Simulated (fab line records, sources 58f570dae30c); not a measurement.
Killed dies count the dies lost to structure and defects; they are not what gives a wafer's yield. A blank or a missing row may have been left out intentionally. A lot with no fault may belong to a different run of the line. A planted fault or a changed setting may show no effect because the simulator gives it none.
Struck lot and sound lot, side by side | flow berkeley cmos170 | 27 out of 331 route steps
Sound: wafers L721.2, L721.4, L721.5. Struck: wafers L737.3, L737.4, L737.5. The cause is named last.
Order at every step that has rows: each side's tool, ch and its chambers, its first start. Under that, the readings that differ: sound wafers | struck wafers | difference of the means | sigmas: that difference in standard deviations of wafers without a fault.
alike: readings with means less than 2 such deviations apart, plus words and numbers identical on both sides. not compared: withheld readings, readings lacking a value on some wafer, bounds such as >300 that could conceal the same value, and numbers that have no deviation in the record and whose values overlap.
A row with sigmas, a row that says differs or no value, or rows on one side alone: a step with any of these is where the two part. Non-overlapping numbers with no deviation appear without sigmas and do not part them. A reading that every wafer of one side lacks parts them only if that side has two wafers or more.

UCB170_SPACER_THK_MEAS_01:
  sound on film metro-04, day 7 09:01; struck on film metro-02, day 10 16:31
  alike: SPACER_TEOS_THK
then, 1 step without rows for these wafers: UCB170_SPACER_ANNEAL_02 (time 1800 s).
UCB170_SPACER_ETCHBACK_03: etches SiO2 in CHF3/CF4/Ar, stops on Si, target depth 376 nm, time 100 s.
  sound on rie diel-04 ch 1,2,3, day 7 13:43; struck on rie diel-02 ch 0,1,3, day 10 22:46
  alike: drypump motor current A, oes product au, throttle valve pct
  not compared: rf hours counter h
then, 6 steps without rows for these wafers: UCB170_PSD_HMDS_00 (prime time 60 s); UCB170_PSD_COAT_01 (resist thk 900 nm); UCB170_PSD_SOFTBAKE_02 (time 60 s); UCB170_PSD_EXPOSE_03 (exposes mask PSELECT MOD, target cd 1200 nm); UCB170_PSD_PEB_04; UCB170_PSD_DEVELOP_05 (develop time 45 s).
UCB170_PSD_CD_MEAS_06: the cd target is 1200 nm.
  sound on cd sem-01, day 7 15:38; struck on cd sem-02, day 10 23:50
  alike: cd nm
UCB170_PSD_OVL_MEAS_07:
  sound on overlay-02, day 7 15:44; struck on overlay-02, day 10 23:56
  alike: PSD_OVL
after that, 1 step had no rows for these wafers: UCB170_PSD_IMPLANT_08.
UCB170_PSD_STRIP_09: strips in O2.
  sound on plasma asher-01 ch 0,1, day 7 15:55; struck on plasma asher-04 ch 0,1, day 11 00:08
  reading                              | sound             | struck            | difference                    | sigmas
  oes product au (a.u.)                | 0.591 0.599 0.590 | 0.422 0.437 0.432 | -0.163                        | -33
  strip time to endpoint s (s)         | 29.37 29.38 29.40 | - - -             | no value on the struck wafers |
  model.KrF_of_PSD_COAT_01.thk nm (nm) | 0 0 0             | 692.8 691.3 692.2 | +692.1                        |
  alike: drypump motor current A
  not compared: rf hours counter h
UCB170_PSD_TW_MEAS_10:
  sound on film metro-03, day 7 16:01; struck on film metro-02, day 11 00:13
  alike: PSD_TW
then, 7 steps without rows for these wafers: UCB170_PSD_CLEAN_11 (cleans in SPM, time 600 s); UCB170_NSD_HMDS_00 (prime time 60 s); UCB170_NSD_COAT_01 (resist thk 900 nm); UCB170_NSD_SOFTBAKE_02 (time 60 s); UCB170_NSD_EXPOSE_03 (exposes mask NSELECT MOD, target cd 1200 nm); UCB170_NSD_PEB_04; UCB170_NSD_DEVELOP_05 (develop time 45 s).
UCB170_NSD_CD_MEAS_06: the cd target is 1200 nm.
  sound on cd sem-02, day 7 17:42; struck on cd sem-01, day 11 02:00
  alike: cd nm
UCB170_NSD_OVL_MEAS_07:
  sound on overlay-01, day 7 17:49; struck on overlay-02, day 11 02:05
  alike: NSD_OVL
after that, 1 step had no rows for these wafers: UCB170_NSD_IMPLANT_08.
UCB170_NSD_STRIP_09: strips in O2.
  sound on plasma asher-02 ch 0,1, day 7 17:59; struck on plasma asher-02 ch 0,1, day 11 02:18
  reading                      | sound             | struck            | difference | sigmas
  oes product au (a.u.)        | 0.533 0.549 0.542 | 0.609 0.605 0.604 | +0.065     | +14
  strip time to endpoint s (s) | 35.94 35.85 35.97 | 56.29 56.21 56.18 | +20.31     | +99 or more
  alike: drypump motor current A
  not compared: rf hours counter h
UCB170_NSD_TW_MEAS_10:
  sound on film metro-01, day 7 18:06; struck on film metro-01, day 11 02:23
  reading | sound          | struck   | difference | sigmas
  NSD_TW  | 4110 4078 4101 | 30 30 30 | -4066      | -99 or more
then, 1 step without rows for these wafers: UCB170_NSD_CLEAN_11 (cleans in SPM, time 600 s).

== WHERE THEY PART ==
At UCB170_PSD_STRIP_09 first; at UCB170_NSD_TW_MEAS_10 last (within this record only).

WHY: what had been put in by the simulator
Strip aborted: plasma asher-04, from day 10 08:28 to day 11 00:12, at UCB170_PSD_STRIP_09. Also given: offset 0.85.
